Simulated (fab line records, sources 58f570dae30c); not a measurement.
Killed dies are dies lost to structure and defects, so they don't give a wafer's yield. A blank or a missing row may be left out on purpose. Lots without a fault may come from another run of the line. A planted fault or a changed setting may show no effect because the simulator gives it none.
Which tool did it? | flow berkeley_cmos170 | 15 lots, 45 wafers sampled, at 5 steps of a route of 331

WHAT THE GAUGES READ, wafer by wafer
UCB170_FIELD_THK_MEAS_90.
lot  | measured    | on            | FIELD_OXIDE_LEFT_1_THK (nm)
L688 | day 4 09:08 | film_metro-04 | 465 464 471
L689 | day 5 01:06 | film_metro-04 | 464 458 460
L690 | day 5 06:44 | film_metro-03 | 452 459 446
L694 | day 6 00:35 | film_metro-03 | 461 465 473
L692 | day 6 00:36 | film_metro-04 | 471 468 473
L695 | day 6 13:08 | film_metro-01 | 477 479 475
L696 | day 6 13:11 | film_metro-04 | 498 491 494
L697 | day 6 22:22 | film_metro-03 | 479 473 474
L698 | day 7 01:58 | film_metro-03 | 450 461 454
L700 | day 7 01:59 | film_metro-04 | 467 464 469
L702 | day 7 13:13 | film_metro-03 | 466 466 468
L701 | day 7 13:14 | film_metro-04 | 477 481 490
L708 | day 9 05:50 | film_metro-04 | 455 456 462
L709 | day 9 13:19 | film_metro-04 | 475 474 482
L711 | day 9 13:19 | film_metro-01 | 478 485 477

UCB170_PVT_OVL_MEAS_06.
lot  | measured     | on         | PVT_OVL (nm)
L688 | day 4 23:38  | overlay-02 | -4 4 -2
L689 | day 5 17:14  | overlay-02 | 1 -2 -8
L690 | day 5 22:53  | overlay-01 | -1 -6 2
L694 | day 6 21:01  | overlay-02 | 9 8 5
L692 | day 6 20:46  | overlay-02 | -1 -2 -4
L695 | day 7 06:01  | overlay-02 | 14 8 8
L696 | day 7 06:11  | overlay-01 | -2 -4 -14
L697 | day 7 16:50  | overlay-02 | 2 4 8
L698 | day 7 22:35  | overlay-02 | 5 -2 1
L700 | day 7 22:42  | overlay-01 | -14 -5 -15
L702 | day 8 09:19  | overlay-02 | 2 8 -2
L701 | day 8 09:03  | overlay-02 | 2 -1 -3
L708 | day 9 21:22  | overlay-02 | -3 1 -1
L709 | day 10 05:04 | overlay-01 | 10 6 6
L711 | day 10 04:49 | overlay-02 | -1 9 3

UCB170_SDANNEAL_RS_MEAS_04: measures by four-point-probe.
lot  | measured     | on            | PLDD_RS (ohm/sq)
L688 | day 5 22:28  | film_metro-04 | 1034 1033 1033
L689 | day 6 23:01  | film_metro-01 | 1028 1027 1029
L690 | day 7 08:28  | film_metro-04 | 1032 1034 1036
L694 | day 8 01:11  | film_metro-01 | 1030 1031 1031
L692 | day 8 01:20  | film_metro-02 | 1032 1031 1029
L695 | day 8 11:43  | film_metro-01 | 1030 1029 1027
L696 | day 8 11:32  | film_metro-04 | 1030 1029 1031
L697 | day 8 15:51  | film_metro-04 | 865 865 866 863 864 864
L698 | day 9 01:46  | film_metro-01 | 861 864 865 862 863 864
L700 | day 9 01:50  | film_metro-04 | 864 867 866 867 867 866
L702 | day 9 14:24  | film_metro-02 | 1029 1032 1034
L701 | day 9 14:36  | film_metro-04 | 1033 1033 1036
L708 | day 11 01:24 | film_metro-01 | 1033 1030 1033
L709 | day 11 12:31 | film_metro-02 | 1033 1030 1029
L711 | day 11 13:02 | film_metro-04 | 1031 1037 1037

WHICH TOOL RAN EACH LOT (tool, then ch and the chambers of the sampled wafers, then the start)
lot  | UCB170_PLDD_STRIP_10                 | UCB170_SPACER_ANNEAL_02
L688 | plasma_asher-02 ch 0,1, day 5 12:38  | furnace-03 ch 0, day 5 15:52
L689 | plasma_asher-01 ch 0,1, day 6 09:28  | furnace-03 ch 0, day 6 16:13
L690 | plasma_asher-01 ch 0,1, day 6 19:13  | furnace-02 ch 0, day 7 01:35
L694 | plasma_asher-02 ch 0,1, day 7 11:47  | furnace-02 ch 0, day 7 17:27
L692 | plasma_asher-04 ch 0,1, day 7 11:31  | furnace-02 ch 0, day 7 17:27
L695 | plasma_asher-02 ch 0,1, day 7 23:22  | furnace-03 ch 0, day 8 05:31
L696 | plasma_asher-04 ch 0,1, day 7 23:35  | furnace-03 ch 0, day 8 05:31
L697 | plasma_asher-01 ch 0,1, day 8 05:10  | furnace-03 ch 0, day 8 09:46
L698 | plasma_asher-02 ch 0,1, day 8 13:00  | furnace-03 ch 0, day 8 18:34
L700 | plasma_asher-04 ch 0,1, day 8 13:11  | furnace-03 ch 0, day 8 18:34
L702 | plasma_asher-02 ch 0,1, day 8 22:56  | furnace-02 ch 0, day 9 05:30
L701 | plasma_asher-01 ch 0,1, day 8 23:14  | furnace-02 ch 0, day 9 05:30
L708 | plasma_asher-02 ch 0,1, day 10 14:50 | furnace-01 ch 0, day 10 19:26
L709 | plasma_asher-02 ch 0, day 10 23:14   | furnace-02 ch 0, day 11 05:42
L711 | plasma_asher-04 ch 0,1, day 10 23:30 | furnace-02 ch 0, day 11 05:42
- UCB170_PLDD_STRIP_10: strips in O2.
- UCB170_SPACER_ANNEAL_02: time 1800 s.

WHAT THE TOOLS THEMSELVES READ (means of the sampled wafers that have a number; where no wafer has one, the mark that the record gives instead)
UCB170_PLDD_STRIP_10.
lot  | tool            | drypump_motor_current_A (A) | oes_product_au (a.u.) | strip_time_to_endpoint_s (s)
L688 | plasma_asher-02 | 6.0                         | 0.735                 | 21.65
L689 | plasma_asher-01 | 5.4                         | 0.734                 | 21.52
L690 | plasma_asher-01 | 5.8                         | 0.735                 | 21.58
L694 | plasma_asher-02 | 5.7                         | 0.736                 | 21.62
L692 | plasma_asher-04 | 5.5                         | 0.736                 | 21.62
L695 | plasma_asher-02 | 6.0                         | 0.730                 | 21.72
L696 | plasma_asher-04 | 5.4                         | 0.737                 | 21.60
L697 | plasma_asher-01 | 5.8                         | 0.735                 | 21.61
L698 | plasma_asher-02 | 6.0                         | 0.740                 | 21.67
L700 | plasma_asher-04 | 5.1                         | 0.735                 | 21.62
L702 | plasma_asher-02 | 5.7                         | 0.736                 | 21.57
L701 | plasma_asher-01 | 5.5                         | 0.735                 | 21.57
L708 | plasma_asher-02 | 5.7                         | 0.733                 | 21.63
L709 | plasma_asher-02 | 6.2                         | 0.737                 | 21.74
L711 | plasma_asher-04 | 5.5                         | 0.735                 | 21.54

UCB170_SPACER_ANNEAL_02.
lot  | tool       | spike_tc_centre_C (C) | spike_tc_load_C (C) | spike_tc_source_C (C) | tube_center_temp_C (C) | tube_center_temp_C_max | zone_power_load_pct (%)
L688 | furnace-03 | 902.5                 | 930.3               | 921                   | 900                    | 902.2                  | 23.6
L689 | furnace-03 | 903.7                 | 929.9               | 920                   | 900                    | 902.0                  | 23.5
L690 | furnace-02 | 903.4                 | 925.5               | 928                   | 900                    | 902.6                  | 23.0
L694 | furnace-02 | 902.2                 | 926.2               | 927                   | 900                    | 902.9                  | 22.9
L692 | furnace-02 | 902.3                 | 924.7               | 929                   | 900                    | 902.2                  | 22.8
L695 | furnace-03 | 903.4                 | 930.2               | 922                   | 900                    | 902.5                  | 23.6
L696 | furnace-03 | 902.3                 | 931.5               | 921                   | 900                    | 902.2                  | 23.7
L697 | furnace-03 | 971.2                 | 1000.5              | 991                   | 969                    | 971.5                  | 28.3
L698 | furnace-03 | 971.8                 | 999.1               | 991                   | 969                    | 971.3                  | 28.4
L700 | furnace-03 | 972.5                 | 999.9               | 991                   | 969                    | 971.2                  | 28.1
L702 | furnace-02 | 902.5                 | 925.5               | 928                   | 900                    | 902.3                  | 22.9
L701 | furnace-02 | 903.5                 | 925.2               | 927                   | 900                    | 902.1                  | 23.1
L708 | furnace-01 | 903.2                 | 925.5               | 923                   | 900                    | 901.9                  | 24.4
L709 | furnace-02 | 903.2                 | 924.9               | 928                   | 900                    | 902.3                  | 22.8
L711 | furnace-02 | 902.6                 | 924.3               | 927                   | 900                    | 902.5                  | 22.9

THE ANSWER, worked out from the rows above alone
Rule: what is usual is taken from the lots themselves. Put in order of their means at a reading, lots are off if they are a third of the lots or fewer, leave a main group of 4 or more, and stand apart from it by a gap of 3 or more times the standard deviation of the main group's means; of several such gaps the widest counts. A main group whose means are all the same, to the digits that the tables above print for the reading, isn't used. A lot without any number at a reading at which 4 lots or more have one is off too. The other lots that the step has rows for count as sound. The gauges are gone through in route order, then the tools' own readings, and for those a lot's mean is taken as printed above. The first step at which some lot is off is used, and at that step the reading that is off furthest; a lot without a number counts as furthest.
Off: L697, L698, L700, at UCB170_SDANNEAL_RS_MEAS_04 (PLDD_RS). The main group: mean 1032 ohm/sq, standard deviation 2.1.
A tool fits if, at a process step before that reading, it ran every lot that is off, and no sound lot after the first of them. The gauges at UCB170_SDANNEAL_RS_MEAS_04 aren't tried: what is off there is off at UCB170_SPACER_ANNEAL_02 too, on other tools, and a gauge's error can't cause that. One fits: furnace-03 at UCB170_SPACER_ANNEAL_02. Its last sound lot is L695 (day 8 05:31), its first lot that is off L697 (day 8 09:46): a fault that began between those two fits.
The tool's own readings at UCB170_SPACER_ANNEAL_02 bear it out: on the lots that are off they differ by more than 5 times the standard deviation of the sound lots' means. spike_tc_centre_C reads 971.8 C there against 902.9 C on the sound lots; spike_tc_load_C reads 999.8 C there against 927.0 C on the sound lots; spike_tc_source_C reads 991 C there against 925 C on the sound lots; tube_center_temp_C reads 969 C there against 900 C on the sound lots; tube_center_temp_C_max reads 971.3 there against 902.3 on the sound lots; zone_power_load_pct reads 28.3 % there against 23.3 % on the sound lots.

WHAT THE SIMULATOR HAD PUT IN
Process parameter drift: furnace-03, from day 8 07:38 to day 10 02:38, at UCB170_SPACER_ANNEAL_02. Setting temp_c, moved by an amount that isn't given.
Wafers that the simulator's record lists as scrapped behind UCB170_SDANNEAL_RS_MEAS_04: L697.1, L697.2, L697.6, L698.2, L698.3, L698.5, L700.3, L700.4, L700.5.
Lots struck among those shown: L697, L698, L700. The rule above found the same.
